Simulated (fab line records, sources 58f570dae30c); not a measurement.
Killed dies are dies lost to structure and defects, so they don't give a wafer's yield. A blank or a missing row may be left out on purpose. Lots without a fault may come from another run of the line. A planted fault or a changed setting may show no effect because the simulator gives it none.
A struck lot beside a sound one | flow berkeley_cmos170 | 15 steps out of a route of 331
Sound: wafers L628.3, L628.5, L628.6. Struck: wafers L638.1, L638.4, L638.5. The cause comes at the end.
At each step with rows: each side's tool, then ch and its chambers, then its first start. Under that, the readings that differ: sound wafers | struck wafers | difference of the means | sigmas: that difference in standard deviations of wafers without a fault.
alike: readings whose means differ by less than 2 such deviations, and words and numbers that are the same on both sides. not compared: withheld readings, readings that some wafer has no value for, bounds like >300 that may hide the same value, and numbers for which the record gives no deviation and whose values overlap.
The two part at a step that has a row with sigmas, a row that says differs or no value, or rows on one side only. Numbers that don't overlap but have no deviation are shown without sigmas and don't part them. A reading that every wafer of one side lacks parts them only if that side has two wafers or more.

first, 1 step without rows for these wafers: UCB170_NVT_IMPLANT_07.
UCB170_NVT_STRIP_08: strips in O2.
  sound on plasma_asher-04 ch 0,1, day 6 15:27; struck on plasma_asher-01 ch 1, day 8 13:11
  alike: drypump_motor_current_A, o2_flow_sccm, oes_product_au, strip_time_to_endpoint_s
  not compared: rf_hours_counter_h
UCB170_NVT_TW_MEAS_09:
  sound on film_metro-04, day 6 15:32; struck on film_metro-03, day 8 13:17
  alike: NVT_TW
then, 7 steps without rows for these wafers: UCB170_NVT_CLEAN_10 (cleans in SPM, time 600 s); UCB170_PVT_HMDS_00 (prime time 60 s); UCB170_PVT_COAT_01 (resist thk 900 nm); UCB170_PVT_SOFTBAKE_02 (time 60 s); UCB170_PVT_EXPOSE_03 (exposes mask NWELL, target cd 3000 nm); UCB170_PVT_PEB_04; UCB170_PVT_DEVELOP_05 (develop time 45 s).
UCB170_PVT_OVL_MEAS_06:
  sound on overlay-01, day 6 17:08; struck on overlay-02, day 8 15:10
  alike: PVT_OVL
then, 1 step without rows for these wafers: UCB170_PVT_IMPLANT_07.
UCB170_PVT_STRIP_08: strips in O2.
  sound on plasma_asher-02 ch 0,1, day 6 17:20; struck on plasma_asher-04 ch 0, day 8 15:22
  reading                      | sound             | struck            | difference | sigmas
  o2_flow_sccm (sccm)          | 401.0 400.8 399.1 | 600.1 600.1 598.7 | +199.3     | +99 or more
  oes_product_au (a.u.)        | 0.733 0.735 0.733 | 0.762 0.769 0.761 | +0.030     | +7
  strip_time_to_endpoint_s (s) | 21.64 21.61 21.58 | 20.54 20.52 20.51 | -1.09      | -16
  alike: drypump_motor_current_A
  not compared: rf_hours_counter_h
UCB170_PVT_TW_MEAS_09:
  sound on film_metro-04, day 6 17:25; struck on film_metro-01, day 8 15:28
  alike: PVT_TW
UCB170_M3_PROBE_99:
  the record has rows for the sound wafers here (prober-02, day 8 22:22) and none for the struck ones

WHERE THEY PART
First at UCB170_PVT_STRIP_08; last, within this record, at UCB170_M3_PROBE_99.

WHY: what the simulator had put in
Process parameter drift: plasma_asher-04, from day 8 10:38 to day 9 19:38, at UCB170_PVT_STRIP_08. Setting o2_flow_sccm, moved by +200, from 400. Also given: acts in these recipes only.
